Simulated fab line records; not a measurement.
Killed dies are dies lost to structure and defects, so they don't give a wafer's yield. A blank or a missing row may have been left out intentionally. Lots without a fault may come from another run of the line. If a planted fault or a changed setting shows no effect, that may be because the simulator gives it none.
Struck lot and sound lot, side by side -- flow rit-cmos -- 14 steps out of a route of 202
Sound: wafers L841.1, L841.4, L841.6. Wafers struck: L847.3, L847.4, L847.6. Last of all comes the cause.
At each step with rows: each side's tool, then ch and its chambers, then its first start. Under that, the readings that differ: sound wafers -- struck wafers -- difference of the means -- sigmas: that difference in standard deviations of wafers without a fault.
alike: a reading whose means differ by less than 2 such deviations, as well as words and numbers matching on both sides. not compared: withheld readings; readings where some wafer has no value; bounds like >300 that might hide an equal value; numbers whose values overlap and for which the record gives no deviation.
A row with sigmas, a row that says differs or no value, or rows on one side alone: a step with any of these is where the two part. Non-overlapping numbers with no deviation appear without sigmas and do not part them. A reading that every wafer of one side lacks parts them only if that side has two wafers or more.

first, 4 steps without rows for these wafers: RIT_NWELL_SOFTBAKE_02 (time 60 s); RIT_NWELL_EXPOSE_03 (exposes mask M2, target cd 43900 nm); RIT_NWELL_PEB_04; RIT_NWELL_DEVELOP_05 (develop time 68 s).
RIT_NWELL_OVL_MEAS_06:
  sound on overlay-02, day 2 07:45; struck on overlay-01, day 3 12:58
  alike: NWELL_OVL
then, 2 steps without rows for these wafers: RIT_NWELL_HARDBAKE_07 (time 120 s); RIT_NWELL_IMPLANT_08.
RIT_NWELL_STRIP_09: strips in O2, time 180 s.
  sound on plasma-asher-04 ch 0,1, day 2 08:16; struck on plasma-asher-02 ch 0,1, day 3 13:26
  alike: drypump-motor-current-A
  not compared: rf-hours-counter-h
RIT_NWELL_TW_MEAS_10:
  sound on film-metro-02, day 2 08:26; struck on film-metro-04, day 3 13:35
reading,sound,struck,difference,sigmas
NWELL_TW,2184 2172 2175,2129 2142 2135,-42,-3
then, 3 steps without rows for these wafers: RIT_PWELL_HMDS_00 (prime time 60 s); RIT_PWELL_COAT_01 (resist thk 1300 nm); RIT_PWELL_SOFTBAKE_02 (time 60 s).
RIT_PWELL_EXPOSE_03: exposes mask M3, target cd 43700 nm.
  struck on iline-stepper-01, day 3 14:17; sound on iline-stepper-01 ch 0, day 2 08:56
  no value came back on the struck wafers for exposure-dose-mJ-cm2, focus-offset-nm (nm); on the sound wafers exposure-dose-mJ-cm2 reads 249.55 249.77 249.62
  alike: mask
next, for these wafers, 1 step has no rows: RIT_PWELL_PEB_04.

== WHERE THEY PART ==
At RIT_NWELL_TW_MEAS_10 first; at RIT_PWELL_EXPOSE_03 last (within this record only).

WHY: what had been put in by the simulator
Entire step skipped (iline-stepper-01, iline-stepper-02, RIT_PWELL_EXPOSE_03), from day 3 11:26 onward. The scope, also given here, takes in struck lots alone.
